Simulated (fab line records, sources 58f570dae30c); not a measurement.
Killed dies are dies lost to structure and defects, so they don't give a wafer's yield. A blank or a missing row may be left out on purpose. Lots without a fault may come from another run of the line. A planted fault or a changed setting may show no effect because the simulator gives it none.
A struck lot beside a sound one | flow berkeley_cmos170 | 16 steps out of a route of 331
Sound: wafers L623.1, L623.4, L623.6. Struck: wafers L631.2, L631.5, L631.6. The cause comes at the end.
At each step with rows: each side's tool, then ch and its chambers, then its first start. Under that, the readings that differ: sound wafers | struck wafers | difference of the means | sigmas: that difference in standard deviations of wafers without a fault.
alike: readings whose means differ by less than 2 such deviations, and words and numbers that are the same on both sides. not compared: withheld readings, readings that some wafer has no value for, bounds like >300 that may hide the same value, and numbers for which the record gives no deviation and whose values overlap.
The two part at a step that has a row with sigmas, a row that says differs or no value, or rows on one side only. Numbers that don't overlap but have no deviation are shown without sigmas and don't part them. A reading that every wafer of one side lacks parts them only if that side has two wafers or more.

UCB170_V2_CMP_02: polishes SiO2.
  sound on cmp-01 ch 0,2,3, day 10 09:39; struck on cmp-02 ch 0,3, day 12 09:20
  alike: motor_current_A
UCB170_V2_BOW_MEAS_03:
  sound on film_metro-01, day 10 09:57; struck on film_metro-04, day 12 09:37
  alike: V2_BOW
UCB170_V2_THK_MEAS_04:
  sound on film_metro-01, day 10 10:04; struck on film_metro-04, day 12 09:43
  alike: V2_POLISHED_THK
then, 7 steps without rows for these wafers: UCB170_V2_CLEAN_05 (cleans in DIW); UCB170_V2_HMDS_06 (prime time 60 s); UCB170_V2_COAT_07 (resist thk 900 nm); UCB170_V2_SOFTBAKE_08 (time 60 s); UCB170_V2_EXPOSE_09 (exposes mask VIA2, target cd 700 nm); UCB170_V2_PEB_10; UCB170_V2_DEVELOP_11 (develop time 45 s).
UCB170_V2_CD_MEAS_12: target cd 700 nm.
  sound on cd_sem-02, day 10 12:02; struck on cd_sem-02, day 12 11:47
  alike: cd_nm
UCB170_V2_OVL_MEAS_13:
  sound on overlay-01, day 10 12:09; struck on overlay-02, day 12 11:53
  alike: V2_OVL
UCB170_V2_ETCH_14: etches SiO2 in CHF3/CF4/Ar, stops on Al, target depth 1250 nm, time 291 s.
  sound on rie_diel-01 ch 0,2,3, day 10 12:11; struck on rie_diel-01 ch 0,1, day 12 11:55
  reading                             | sound             | struck            | difference | sigmas
  rf_fwd_power_W (W)                  | 698.8 700.7 699.2 | 615.1 615.2 615.4 | -84.3      | -44
  model.KrF_of_V2_COAT_07.thk_nm (nm) | 611.3 613.6 612.5 | 622.1 628.6 618.2 | +10.5      |
  alike: drypump_motor_current_A, oes_product_au, throttle_valve_pct
  not compared: rf_hours_counter_h
UCB170_V2_STRIP_15: strips in O2.
  sound on plasma_asher-03 ch 0,1, day 10 12:22; struck on plasma_asher-03 ch 0,1, day 12 12:05
  reading                      | sound             | struck            | difference | sigmas
  strip_time_to_endpoint_s (s) | 15.35 15.39 15.36 | 15.58 15.76 15.50 | +0.25      | +2
  alike: drypump_motor_current_A, oes_product_au
  not compared: rf_hours_counter_h
UCB170_V2_CD_MEAS_90: target cd 700 nm.
  sound on cd_sem-01, day 10 12:28; struck on cd_sem-01, day 12 12:13
  reading    | sound             | struck            | difference | sigmas
  cd_nm (nm) | 700.8 701.8 701.3 | 697.5 698.0 697.9 | -3.5       | -2
then, 1 step without rows for these wafers: UCB170_M3_PROBE_99.

WHERE THEY PART
First at UCB170_V2_ETCH_14; last, within this record, at UCB170_V2_CD_MEAS_90.

WHY: what the simulator had put in
Process parameter drift: rie_diel-01, from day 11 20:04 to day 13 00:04, at UCB170_V2_ETCH_14. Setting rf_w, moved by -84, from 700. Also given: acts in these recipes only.
